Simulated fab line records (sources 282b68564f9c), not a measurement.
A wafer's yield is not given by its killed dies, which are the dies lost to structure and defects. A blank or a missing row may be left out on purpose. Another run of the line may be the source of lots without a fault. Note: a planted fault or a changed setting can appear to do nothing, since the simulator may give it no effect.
Shared-tool check | flow ritCmos | Lots sampled 13, wafers sampled 39

== WHAT PROMPTED THE OPENING ==
Flagged at RIT_GATE_CD_MEAS_16: reading cdNm, on 1 of 13 lots. No-fault wafers: 149.2 nm, standard deviation 2.3.
Rule: a lot gets a flag if all its wafers with a number sit over 4 standard deviations from that mean, or if no wafer of it has a number. All remaining lots are regarded as sound.

lot  | measured    | on       | cdNm (nm), wafer by wafer | flag
L989 | day 2 18:25 | cdSem-02 | 152.0 149.4 150.1         | 
L990 | day 2 22:17 | cdSem-02 | 151.3 151.3 149.3         | 
L991 | day 3 03:49 | cdSem-01 | 144.0 147.1 145.2         | 
L992 | day 3 08:02 | cdSem-02 | 148.3 148.0 144.7         | 
L993 | day 3 13:05 | cdSem-02 | 148.2 148.9 148.7         | 
L994 | day 3 19:43 | cdSem-02 | 148.8 146.1 147.0         | 
L995 | day 3 22:26 | cdSem-02 | 149.5 151.7 149.8         | 
L997 | day 4 10:13 | cdSem-02 | 163.1 165.2 165.4         | FLAGGED
L107 | day 6 11:10 | cdSem-02 | 149.3 150.6 148.8         | 
L108 | day 6 16:29 | cdSem-01 | 152.2 149.9 148.6         | 
L109 | day 6 22:23 | cdSem-02 | 151.3 150.2 150.9         | 
L110 | day 7 02:53 | cdSem-02 | 149.1 151.2 150.4         | 
L111 | day 7 12:09 | cdSem-02 | 148.9 149.2 148.6         | 
The mean of the flagged lots' numbers is 164.6 nm, +15.4 nm from the usual (+7 standard deviations).

== WHICH TOOL EACH LOT WENT THROUGH ==
The record holds 1 process step before the reading, out of a route of 202 steps. Read each cell as the tool, then ch plus the chambers that the sampled wafers visited, then the start.
lot  | flag    | RIT_GATE_EXPOSE_13
L989 |         | ilineStepper-02 ch 0, day 2 18:01
L990 |         | ilineStepper-02 ch 0, day 2 21:53
L991 |         | ilineStepper-01 ch 0, day 3 03:25
L992 |         | ilineStepper-02 ch 0, day 3 07:38
L993 |         | ilineStepper-02 ch 0, day 3 12:41
L994 |         | ilineStepper-01 ch 0, day 3 19:18
L995 |         | ilineStepper-01 ch 0, day 3 22:02
L997 | FLAGGED | ilineStepper-01 ch 0, day 4 09:49
L107 |         | ilineStepper-02 ch 0, day 6 10:46
L108 |         | ilineStepper-02 ch 0, day 6 16:05
L109 |         | ilineStepper-01 ch 0, day 6 21:58
L110 |         | ilineStepper-01 ch 0, day 7 02:29
L111 |         | ilineStepper-01 ch 0, day 7 11:45
What the steps here do:
- RIT_GATE_EXPOSE_13: exposes mask M6, target cd 150 nm.
- RIT_GATE_CD_MEAS_16: target cd 150 nm.

== FLAGGED AGAINST TOTAL, ONE TOOL AT A TIME (gauges that did the reading follow at the end) ==
step                | tool            | lots run | flagged | share of the flagged lots | sound lots run after its first flagged lot
RIT_GATE_EXPOSE_13  | ilineStepper-01 | 7        | 1       | all                       | 3 (L109,L110,L111)
RIT_GATE_EXPOSE_13  | ilineStepper-02 | 6        | 0       | none                      | -
RIT_GATE_CD_MEAS_16 | cdSem-01        | 2        | 0       | none                      | -
RIT_GATE_CD_MEAS_16 | cdSem-02        | 11       | 1       | all                       | 4 (L107,L109,L110,L111)

== WHAT THE TABLE ALLOWS ==
Rows of the table that ran all the flagged lots, 2 in number: ilineStepper-01 at RIT_GATE_EXPOSE_13; cdSem-02 at RIT_GATE_CD_MEAS_16.
- ilineStepper-01 at RIT_GATE_EXPOSE_13: 1 of its 7 lots flagged. Lots that were sound ran on it after the first flagged one (L109, L110, L111); a persistent fault on the entire tool would not allow that.
- cdSem-02 at RIT_GATE_CD_MEAS_16: 1 of its 11 lots flagged. Lots that were sound ran on it after the first flagged one (L107, L109, L110, L111); a persistent fault on the entire tool would not allow that.
Every row of the table either missed a flagged lot or ran a sound lot after the first.

== WHAT WAS PUT IN BY THE SIMULATOR ==
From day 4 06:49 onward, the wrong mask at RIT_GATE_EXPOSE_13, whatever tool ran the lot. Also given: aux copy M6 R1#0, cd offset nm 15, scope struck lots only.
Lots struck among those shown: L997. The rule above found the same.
